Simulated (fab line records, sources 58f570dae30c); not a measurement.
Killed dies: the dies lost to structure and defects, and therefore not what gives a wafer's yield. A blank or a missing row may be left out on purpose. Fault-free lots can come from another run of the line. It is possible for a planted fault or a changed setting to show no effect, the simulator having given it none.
What tool caused it?	flow berkeleyCmos170	42 wafers from 14 lots sampled at 4 of the route's 331 steps

WHAT THE GAUGES READ, wafer by wafer
UCB170_PFIELD_TW_MEAS_09.
lot	measured	on	PFIELD_TW
L707	day 5 01:20	filmMetro-02	598 594 594
L708	day 5 01:41	filmMetro-04	607 606 607
L709	day 5 01:35	filmMetro-02	598 596 591
L710	day 5 09:15	filmMetro-02	598 595 594
L711	day 5 21:26	filmMetro-03	596 595 594
L717	day 7 08:31	filmMetro-04	608 606 608
L718	day 7 08:32	filmMetro-02	599 598 599
L719	day 7 08:46	filmMetro-04	609 606 606
L721	day 8 08:53	filmMetro-03	594 595 590
L722	day 8 09:38	filmMetro-02	594 596 595
L728	day 9 03:11	filmMetro-02	592 590 593
L726	day 9 03:42	filmMetro-04	605 608 603
L730	day 9 16:15	filmMetro-04	605 606 607
L729	day 9 17:01	filmMetro-02	596 596 594

UCB170_CONTACT_THK_MEAS_02.
lot	measured	on	CONTACT_PSG_THK (nm)
L707	day 8 01:49	filmMetro-04	688 689 687
L708	day 8 03:37	filmMetro-02	691 692 695
L709	day 8 02:17	filmMetro-01	697 695 692
L710	day 8 19:36	filmMetro-01	692 695 698
L711	day 9 05:50	filmMetro-01	697 691 690
L717	day 10 03:42	filmMetro-01	701 706 706
L718	day 10 03:01	filmMetro-01	746 745 747
L719	day 10 04:48	filmMetro-04	744 747 744
L721	day 10 23:15	filmMetro-02	707 701 706
L722	day 10 19:03	filmMetro-02	703 711 704
L728	day 11 23:45	filmMetro-01	696 704 696
L726	day 11 23:43	filmMetro-02	694 697 691
L730	day 12 16:52	filmMetro-04	707 701 703
L729	day 12 16:50	filmMetro-01	711 710 703

WHAT TOOL EACH LOT RAN ON (gives the tool, then ch and the chambers of the sampled wafers, and finally the start)
lot	UCB170_ACTIVE_STRIP_16	UCB170_CONTACT_CVD_01
L707	plasmaAsher-04 ch 0,1, day 4 22:49	lpcvd-02 ch 0, day 8 00:02
L708	plasmaAsher-01 ch 0,1, day 4 23:19	lpcvd-02 ch 1, day 8 01:49
L709	plasmaAsher-04 ch 0,1, day 4 23:24	lpcvd-01 ch 0, day 8 00:29
L710	plasmaAsher-04 ch 0,1, day 5 07:35	lpcvd-01 ch 0, day 8 17:49
L711	plasmaAsher-03 ch 0,1, day 5 18:35	lpcvd-02 ch 0, day 9 04:02
L717	plasmaAsher-03 ch 0,1, day 7 06:38	lpcvd-02 ch 1, day 10 01:53
L718	plasmaAsher-01 ch 0, day 7 06:44	lpcvd-01 ch 0, day 10 01:14
L719	plasmaAsher-04 ch 0,1, day 7 07:01	lpcvd-01 ch 1, day 10 03:01
L721	plasmaAsher-04 ch 0,1, day 8 05:44	lpcvd-02 ch 1, day 10 21:28
L722	plasmaAsher-04 ch 0,1, day 8 06:14	lpcvd-02 ch 1, day 10 17:15
L728	plasmaAsher-04 ch 0,1, day 9 01:13	lpcvd-02 ch 0, day 11 21:56
L726	plasmaAsher-01 ch 0,1, day 9 01:28	lpcvd-02 ch 1, day 11 21:56
L730	plasmaAsher-01 ch 0,1, day 9 13:51	lpcvd-02 ch 0, day 12 15:03
L729	plasmaAsher-01 ch 0,1, day 9 14:05	lpcvd-02 ch 0, day 12 15:03
- UCB170_ACTIVE_STRIP_16: strips in O2.
- UCB170_CONTACT_CVD_01: deposits PSG from SiH4/O2/PH3, target thk 700 nm, time 2820 s.

WHAT THE TOOLS THEMSELVES READ (means of the sampled wafers that have a number; where no wafer has one, the mark that the record gives instead)
UCB170_ACTIVE_STRIP_16.
lot	tool	chamberPressureMTorr (mTorr)	drypumpMotorCurrentA (A)	o2FlowSccm (sccm)	oesProductAu (a.u.)	stripTimeToEndpointS (s)
L707	plasmaAsher-04	3502	5.8	399.1	0.724	18.00
L708	plasmaAsher-01	3500	5.3	400.2	0.718	18.10
L709	plasmaAsher-04	3501	5.8	399.4	0.721	18.01
L710	plasmaAsher-04	3499	5.8	400.6	0.718	18.10
L711	plasmaAsher-03	3500	5.3	398.9	0.721	18.05
L717	plasmaAsher-03	3499	5.2	399.1	0.728	18.23
L718	plasmaAsher-01	3501	4.9	399.2	0.723	17.96
L719	plasmaAsher-04	3501	5.8	399.0	0.724	18.16
L721	plasmaAsher-04	3499	5.8	399.8	0.724	18.14
L722	plasmaAsher-04	3500	5.8	400.2	0.721	18.21
L728	plasmaAsher-04	3498	5.8	399.9	0.719	18.13
L726	plasmaAsher-01	3499	5.7	401.5	0.723	18.12
L730	plasmaAsher-01	3500	5.4	400.6	0.715	18.01
L729	plasmaAsher-01	3502	5.4	399.4	0.725	18.01

UCB170_CONTACT_CVD_01.
lot	tool	o2FlowSccm (sccm)	spikeTcCentreC (C)
L707	lpcvd-02	89.95	450.9
L708	lpcvd-02	89.54	452.3
L709	lpcvd-01	90.14	451.4
L710	lpcvd-01	89.97	451.6
L711	lpcvd-02	90.04	450.8
L717	lpcvd-02	90.06	453.1
L718	lpcvd-01	89.87	452.7
L719	lpcvd-01	90.29	452.6
L721	lpcvd-02	90.20	453.1
L722	lpcvd-02	90.27	452.7
L728	lpcvd-02	90.07	451.1
L726	lpcvd-02	90.01	453.5
L730	lpcvd-02	90.28	450.8
L729	lpcvd-02	89.63	451.4

THE ANSWER, worked out from the rows above alone
Rule: the usual values come from the lots themselves. Put in order of their means at a reading, lots are off if they are a third of the lots or fewer, leave a main group of 4 or more, and stand apart from it by a gap of 3 or more times the standard deviation of the main group's means; of several such gaps the widest counts. The tables above print the reading to a certain number of digits; a main group whose means all agree to those digits is not used. Also off: a lot with no number at a reading for which 4 or more lots have one. All remaining lots with rows at the step are treated as sound. After the gauges, taken in route order, come the tools' own readings; for these a lot's mean is taken, as printed above. The first step at which some lot is off is used, and at that step the reading that is off furthest; a lot without a number counts as furthest.
Off: L718, L719, seen at UCB170_CONTACT_THK_MEAS_02 (CONTACT_PSG_THK). For the main group the mean is 699 nm and the standard deviation 6.3.
If a tool, at a process step before that reading, ran all the lots that are off and no sound lot after the first of them, it fits. The gauges at UCB170_CONTACT_THK_MEAS_02 are tried like those tools. One fits: lpcvd-01 at UCB170_CONTACT_CVD_01. Its last sound lot is L710 (day 8 17:49), its first lot that is off L718 (day 10 01:14): a fault that began between those two fits.

WHAT THE SIMULATOR PUT IN
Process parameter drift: lpcvd-01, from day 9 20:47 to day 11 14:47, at UCB170_CONTACT_CVD_01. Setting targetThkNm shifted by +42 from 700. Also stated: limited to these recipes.
Struck lots among those shown: L718, L719. The rule given above showed the same thing.
